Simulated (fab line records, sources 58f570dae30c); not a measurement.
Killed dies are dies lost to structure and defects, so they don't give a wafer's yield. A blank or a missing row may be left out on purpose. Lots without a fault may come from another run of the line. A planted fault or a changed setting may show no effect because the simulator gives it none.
Chamber matching | flow berkeley_cmos170 | UCB170_M3_ETCH_17 on rie_diel-01: 4 sister chambers
The step etches BARC in N2/H2. 14 wafers are shown with their chamber, then 7 later ones without.

WAFERS WITH THEIR CHAMBER
wafer  | chamber | drypump_motor_current_A (A) | throttle_valve_pct (%) | oes_product_au (a.u.)
L917.3 | 3       | 5.1                         | 13.67                  | 0.993
L917.5 | 2       | 5.9                         | 13.53                  | 1.032
L917.6 | 1       | 4.9                         | 13.15                  | 0.964
L923.2 | 3       | 5.1                         | 13.66                  | 1.006
L923.3 | 1       | 4.9                         | 13.17                  | 0.951
L923.6 | 3       | 5.1                         | 13.66                  | 1.012
L919.2 | 3       | 5.1                         | 13.64                  | 0.998
L919.3 | 2       | 5.8                         | 13.52                  | 1.033
L919.6 | 3       | 5.1                         | 13.66                  | 1.000
L927.1 | 0       | 6.4                         | 13.14                  | 1.003
L927.3 | 3       | 5.1                         | 13.65                  | 0.998
L927.6 | 0       | 6.4                         | 13.14                  | 1.009
L929.1 | 0       | 6.4                         | 13.14                  | 1.008
L929.2 | 3       | 5.1                         | 13.65                  | 0.996

SIGNATURES (means of the wafers above)
reading                 | chamber 0 | chamber 1 | chamber 2 | chamber 3 | scatter within a chamber
drypump_motor_current_A | 6.400     | 4.900     | 5.850     | 5.100     | 0.0224
throttle_valve_pct      | 13.1400   | 13.1600   | 13.5250   | 13.6557   | 0.00906
oes_product_au          | 1.00667   | 0.95750   | 1.03250   | 1.00043   | 0.00598
Rule: a wafer's distance from a chamber is the root of the sum, over the readings, of the square of ((its reading less the chamber's mean) divided by the reading's scatter). The wafer belongs to the nearest chamber; if the next one is less than 2 further off, it can't be placed. The scatter: the root of (the sum of the squares of (reading less its chamber's mean) over the shown wafers, divided by (wafers less chambers)).

WAFERS WITHOUT THEIR CHAMBER
wafer  | drypump_motor_current_A (A) | throttle_valve_pct (%) | oes_product_au (a.u.)
L929.5 | 5.9                         | 13.53                  | 1.040
L933.3 | 6.4                         | 13.14                  | 1.016
L933.4 | 4.9                         | 13.09                  | 0.975
L933.6 | 5.9                         | 13.53                  | 1.032
L934.3 | 4.9                         | 13.08                  | 0.969
L934.4 | 6.4                         | 13.13                  | 1.003
L934.5 | 4.9                         | 13.09                  | 0.962

WHICH CHAMBER EACH WENT THROUGH
wafer  | from the rows above | in truth
L929.5 | 2                   | 2
L933.3 | 0                   | 0
L933.4 | 1                   | 1
L933.6 | 2                   | 2
L934.3 | 1                   | 1
L934.4 | 0                   | 0
L934.5 | 1                   | 1
Placed correctly: 7 of 7. Can't be placed from these rows: 0. Placed wrongly: 0.
